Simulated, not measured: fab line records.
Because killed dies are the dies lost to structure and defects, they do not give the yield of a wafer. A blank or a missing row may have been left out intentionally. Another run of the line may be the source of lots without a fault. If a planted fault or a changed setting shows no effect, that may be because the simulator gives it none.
The tool behind it: which one? || flow rit_cmos || 15 lots, 45 wafers sampled, at 4 steps of a route of 202

## WHAT THE GAUGES SHOWED, per wafer
RIT_SDANNEAL_RS_MEAS_07: measures by four-point-probe. Usual: NLDD_RS typically reads 151.8 ohm/sq, with standard deviation 0.55.
{"lot": "L811", "measured": "day 3 05:15", "on": "film_metro-03", "NLDD_RS (ohm/sq)": "152.6 152.3 152.6", "flag": ""}
{"lot": "L812", "measured": "day 3 12:03", "on": "film_metro-04", "NLDD_RS (ohm/sq)": "151.9 152.0 152.3", "flag": ""}
{"lot": "L814", "measured": "day 3 18:07", "on": "film_metro-03", "NLDD_RS (ohm/sq)": "151.3 151.5 151.1", "flag": ""}
{"lot": "L815", "measured": "day 4 02:05", "on": "film_metro-04", "NLDD_RS (ohm/sq)": "152.6 152.4 151.5", "flag": ""}
{"lot": "L816", "measured": "day 4 08:25", "on": "film_metro-04", "NLDD_RS (ohm/sq)": "152.7 152.4 152.6", "flag": ""}
{"lot": "L819", "measured": "day 5 00:01", "on": "film_metro-04", "NLDD_RS (ohm/sq)": "152.2 152.1 152.3", "flag": ""}
{"lot": "L821", "measured": "day 5 08:44", "on": "film_metro-03", "NLDD_RS (ohm/sq)": "151.8 150.9 150.6", "flag": ""}
{"lot": "L823", "measured": "day 5 20:53", "on": "film_metro-02", "NLDD_RS (ohm/sq)": "151.2 152.1 152.2", "flag": ""}
{"lot": "L826", "measured": "day 6 11:50", "on": "film_metro-03", "NLDD_RS (ohm/sq)": "151.0 150.9 150.7", "flag": ""}
{"lot": "L827", "measured": "day 6 17:11", "on": "film_metro-02", "NLDD_RS (ohm/sq)": "152.3 151.7 151.8", "flag": ""}
{"lot": "L828", "measured": "day 6 21:13", "on": "film_metro-02", "NLDD_RS (ohm/sq)": "151.2 151.3 151.2", "flag": ""}
{"lot": "L830", "measured": "day 7 01:52", "on": "film_metro-03", "NLDD_RS (ohm/sq)": "151.2 151.7 151.6", "flag": ""}
{"lot": "L831", "measured": "day 7 12:07", "on": "film_metro-03", "NLDD_RS (ohm/sq)": "151.6 152.1 152.7", "flag": ""}
{"lot": "L833", "measured": "day 7 21:19", "on": "film_metro-02", "NLDD_RS (ohm/sq)": "151.8 151.2 152.7", "flag": ""}
{"lot": "L834", "measured": "day 8 01:18", "on": "film_metro-03", "NLDD_RS (ohm/sq)": "151.9 152.0 152.1", "flag": ""}

RIT_M1_BOW_MEAS_16. Usual: M1_BOW typically reads 16 um, with standard deviation 6.8.
{"lot": "L811", "measured": "day 3 12:02", "on": "film_metro-02", "M1_BOW (um)": "23 13 6", "flag": ""}
{"lot": "L812", "measured": "day 3 19:07", "on": "film_metro-03", "M1_BOW (um)": "20 23 26", "flag": ""}
{"lot": "L814", "measured": "day 4 01:16", "on": "film_metro-03", "M1_BOW (um)": "10 32 22", "flag": ""}
{"lot": "L815", "measured": "day 4 08:56", "on": "film_metro-03", "M1_BOW (um)": "11 16 7", "flag": ""}
{"lot": "L816", "measured": "day 4 15:28", "on": "film_metro-02", "M1_BOW (um)": "5 18 17", "flag": ""}
{"lot": "L819", "measured": "day 5 06:47", "on": "film_metro-04", "M1_BOW (um)": "26 20 15", "flag": ""}
{"lot": "L821", "measured": "day 5 15:46", "on": "film_metro-02", "M1_BOW (um)": "5 19 19", "flag": ""}
{"lot": "L823", "measured": "day 6 03:56", "on": "film_metro-03", "M1_BOW (um)": "30 23 25", "flag": ""}
{"lot": "L826", "measured": "day 6 18:53", "on": "film_metro-02", "M1_BOW (um)": "12 24 14", "flag": ""}
{"lot": "L827", "measured": "day 7 00:15", "on": "film_metro-04", "M1_BOW (um)": "21 10 17", "flag": ""}
{"lot": "L828", "measured": "day 7 04:04", "on": "film_metro-04", "M1_BOW (um)": "22 19 22", "flag": ""}
{"lot": "L830", "measured": "day 7 08:41", "on": "film_metro-03", "M1_BOW (um)": "7 19 7", "flag": ""}
{"lot": "L831", "measured": "day 7 18:59", "on": "film_metro-03", "M1_BOW (um)": "13 28 5", "flag": ""}
{"lot": "L833", "measured": "day 8 04:14", "on": "film_metro-04", "M1_BOW (um)": "18 20 22", "flag": ""}
{"lot": "L834", "measured": "day 8 08:35", "on": "film_metro-03", "M1_BOW (um)": "19 13 15", "flag": ""}

## WHAT TOOL EACH LOT RAN ON (gives the tool, then ch and the chambers of the sampled wafers, and finally the start)
{"lot": "L811", "RIT_CONTACT_CVD_00": "pecvd-01 ch 0,1,2, day 3 05:51", "RIT_CONTACT_ETCH_11": "rie_diel-02 ch 0,1,2, day 3 07:14"}
{"lot": "L812", "RIT_CONTACT_CVD_00": "pecvd-04 ch 0,2, day 3 12:41", "RIT_CONTACT_ETCH_11": "rie_diel-04 ch 2,3, day 3 14:04"}
{"lot": "L814", "RIT_CONTACT_CVD_00": "pecvd-01 ch 1,2, day 3 18:44", "RIT_CONTACT_ETCH_11": "rie_diel-02 ch 0,1,2, day 3 20:21"}
{"lot": "L815", "RIT_CONTACT_CVD_00": "pecvd-04 ch 0,1, day 4 02:43", "RIT_CONTACT_ETCH_11": "rie_diel-02 ch 1,2, day 4 04:05"}
{"lot": "L816", "RIT_CONTACT_CVD_00": "pecvd-02 ch 1,2, day 4 09:05", "RIT_CONTACT_ETCH_11": "rie_diel-02 ch 0,2, day 4 10:35"}
{"lot": "L819", "RIT_CONTACT_CVD_00": "pecvd-02 ch 0,1,2, day 5 00:40", "RIT_CONTACT_ETCH_11": "rie_diel-04 ch 0,1,3, day 5 02:02"}
{"lot": "L821", "RIT_CONTACT_CVD_00": "pecvd-04 ch 0,1, day 5 09:23", "RIT_CONTACT_ETCH_11": "rie_diel-02 ch 0,1,2, day 5 10:53"}
{"lot": "L823", "RIT_CONTACT_CVD_00": "pecvd-04 ch 0,1,2, day 5 21:31", "RIT_CONTACT_ETCH_11": "rie_diel-03 ch 0,2,3, day 5 23:11"}
{"lot": "L826", "RIT_CONTACT_CVD_00": "pecvd-04 ch 1,2, day 6 12:29", "RIT_CONTACT_ETCH_11": "rie_diel-03 ch 0,2,3, day 6 13:59"}
{"lot": "L827", "RIT_CONTACT_CVD_00": "pecvd-02 ch 0,1, day 6 17:48", "RIT_CONTACT_ETCH_11": "rie_diel-02 ch 0,1, day 6 19:19"}
{"lot": "L828", "RIT_CONTACT_CVD_00": "pecvd-01 ch 0,1,2, day 6 21:50", "RIT_CONTACT_ETCH_11": "rie_diel-02 ch 0,2, day 6 23:14"}
{"lot": "L830", "RIT_CONTACT_CVD_00": "pecvd-02 ch 0,1,2, day 7 02:32", "RIT_CONTACT_ETCH_11": "rie_diel-04 ch 0,2,3, day 7 03:59"}
{"lot": "L831", "RIT_CONTACT_CVD_00": "pecvd-01 ch 0,1, day 7 12:44", "RIT_CONTACT_ETCH_11": "rie_diel-02 ch 0,2,3, day 7 14:10"}
{"lot": "L833", "RIT_CONTACT_CVD_00": "pecvd-02 ch 0,1,2, day 7 21:55", "RIT_CONTACT_ETCH_11": "rie_diel-04 ch 0,1,2, day 7 23:26"}
{"lot": "L834", "RIT_CONTACT_CVD_00": "pecvd-01 ch 1,2, day 8 01:55", "RIT_CONTACT_ETCH_11": "rie_diel-04 ch 1,2, day 8 03:39"}
- RIT_CONTACT_CVD_00: deposits SiO2 from TEOS, target thk 400 nm, time 61 s.
- RIT_CONTACT_ETCH_11: etches SiO2 in CHF3/CF4/Ar, stops on TiSi2, target depth 480 nm, time 320 s.

## WHAT THE TOOLS THEMSELVES READ (means of the sampled wafers that have a number; where no wafer has one, the mark that the record gives instead)
RIT_CONTACT_CVD_00. Usual: heater_power_w 316 W, standard deviation 53; susceptor_temp_C 390.00 C, standard deviation 0.2.
{"lot": "L811", "tool": "pecvd-01", "heater_power_w (W)": 313, "susceptor_temp_C (C)": 389.98, "flag": ""}
{"lot": "L812", "tool": "pecvd-04", "heater_power_w (W)": 258, "susceptor_temp_C (C)": 390.26, "flag": ""}
{"lot": "L814", "tool": "pecvd-01", "heater_power_w (W)": 291, "susceptor_temp_C (C)": 390.03, "flag": ""}
{"lot": "L815", "tool": "pecvd-04", "heater_power_w (W)": 263, "susceptor_temp_C (C)": 390.00, "flag": ""}
{"lot": "L816", "tool": "pecvd-02", "heater_power_w (W)": 355, "susceptor_temp_C (C)": 389.94, "flag": ""}
{"lot": "L819", "tool": "pecvd-02", "heater_power_w (W)": 341, "susceptor_temp_C (C)": 390.03, "flag": ""}
{"lot": "L821", "tool": "pecvd-04", "heater_power_w (W)": 238, "susceptor_temp_C (C)": 389.91, "flag": ""}
{"lot": "L823", "tool": "pecvd-04", "heater_power_w (W)": 301, "susceptor_temp_C (C)": 389.83, "flag": ""}
{"lot": "L826", "tool": "pecvd-04", "heater_power_w (W)": 324, "susceptor_temp_C (C)": 389.92, "flag": ""}
{"lot": "L827", "tool": "pecvd-02", "heater_power_w (W)": 304, "susceptor_temp_C (C)": 390.07, "flag": ""}
{"lot": "L828", "tool": "pecvd-01", "heater_power_w (W)": 331, "susceptor_temp_C (C)": 390.00, "flag": ""}
{"lot": "L830", "tool": "pecvd-02", "heater_power_w (W)": 333, "susceptor_temp_C (C)": 390.12, "flag": ""}
{"lot": "L831", "tool": "pecvd-01", "heater_power_w (W)": 314, "susceptor_temp_C (C)": 389.96, "flag": ""}
{"lot": "L833", "tool": "pecvd-02", "heater_power_w (W)": 336, "susceptor_temp_C (C)": 390.09, "flag": ""}
{"lot": "L834", "tool": "pecvd-01", "heater_power_w (W)": 289, "susceptor_temp_C (C)": 389.75, "flag": ""}

RIT_CONTACT_ETCH_11. Usual: drypump_motor_current_A 5.9 A, standard deviation 0.42; oes_product_au 0.994 a.u., standard deviation 0.019; throttle_valve_pct 8.86 %, standard deviation 0.09.
{"lot": "L811", "tool": "rie_diel-02", "drypump_motor_current_A (A)": 5.7, "oes_product_au (a.u.)": 1.003, "throttle_valve_pct (%)": 8.88, "flag": ""}
{"lot": "L812", "tool": "rie_diel-04", "drypump_motor_current_A (A)": 5.9, "oes_product_au (a.u.)": 0.994, "throttle_valve_pct (%)": 8.88, "flag": ""}
{"lot": "L814", "tool": "rie_diel-02", "drypump_motor_current_A (A)": 5.6, "oes_product_au (a.u.)": 1.007, "throttle_valve_pct (%)": 8.88, "flag": ""}
{"lot": "L815", "tool": "rie_diel-02", "drypump_motor_current_A (A)": 5.7, "oes_product_au (a.u.)": 1.011, "throttle_valve_pct (%)": 8.83, "flag": ""}
{"lot": "L816", "tool": "rie_diel-02", "drypump_motor_current_A (A)": 5.6, "oes_product_au (a.u.)": 0.997, "throttle_valve_pct (%)": 8.93, "flag": ""}
{"lot": "L819", "tool": "rie_diel-04", "drypump_motor_current_A (A)": 5.9, "oes_product_au (a.u.)": 0.990, "throttle_valve_pct (%)": 8.78, "flag": ""}
{"lot": "L821", "tool": "rie_diel-02", "drypump_motor_current_A (A)": 5.7, "oes_product_au (a.u.)": 1.010, "throttle_valve_pct (%)": 8.88, "flag": ""}
{"lot": "L823", "tool": "rie_diel-03", "drypump_motor_current_A (A)": 5.9, "oes_product_au (a.u.)": 0.972, "throttle_valve_pct (%)": 8.90, "flag": ""}
{"lot": "L826", "tool": "rie_diel-03", "drypump_motor_current_A (A)": 5.9, "oes_product_au (a.u.)": 0.973, "throttle_valve_pct (%)": 8.90, "flag": ""}
{"lot": "L827", "tool": "rie_diel-02", "drypump_motor_current_A (A)": 5.5, "oes_product_au (a.u.)": 1.019, "throttle_valve_pct (%)": 8.87, "flag": ""}
{"lot": "L828", "tool": "rie_diel-02", "drypump_motor_current_A (A)": 5.8, "oes_product_au (a.u.)": 0.992, "throttle_valve_pct (%)": 8.94, "flag": ""}
{"lot": "L830", "tool": "rie_diel-04", "drypump_motor_current_A (A)": 5.8, "oes_product_au (a.u.)": 0.989, "throttle_valve_pct (%)": 8.82, "flag": ""}
{"lot": "L831", "tool": "rie_diel-02", "drypump_motor_current_A (A)": 5.9, "oes_product_au (a.u.)": 1.002, "throttle_valve_pct (%)": 8.90, "flag": ""}
{"lot": "L833", "tool": "rie_diel-04", "drypump_motor_current_A (A)": 6.1, "oes_product_au (a.u.)": 0.995, "throttle_valve_pct (%)": 8.74, "flag": ""}
{"lot": "L834", "tool": "rie_diel-04", "drypump_motor_current_A (A)": 6.3, "oes_product_au (a.u.)": 0.994, "throttle_valve_pct (%)": 8.70, "flag": ""}

## THE ANSWER, worked out from the rows above alone
Rule: a lot counts as off when the mean over its wafers that have a number is more than 3 standard deviations away from the usual mean. Also off: a lot with no number at a reading for which 4 or more lots have one. All remaining lots with rows at the step are treated as sound. The gauges are gone through in route order, then the tools' own readings, and for those a lot's mean is taken as printed above. At the first step where some lot is off, the reading lying furthest off is the one used; lots without a number count as furthest.
Across all readings shown, no lot is off: no conclusion can be drawn from this.

## WHAT WAS PUT IN BY THE SIMULATOR
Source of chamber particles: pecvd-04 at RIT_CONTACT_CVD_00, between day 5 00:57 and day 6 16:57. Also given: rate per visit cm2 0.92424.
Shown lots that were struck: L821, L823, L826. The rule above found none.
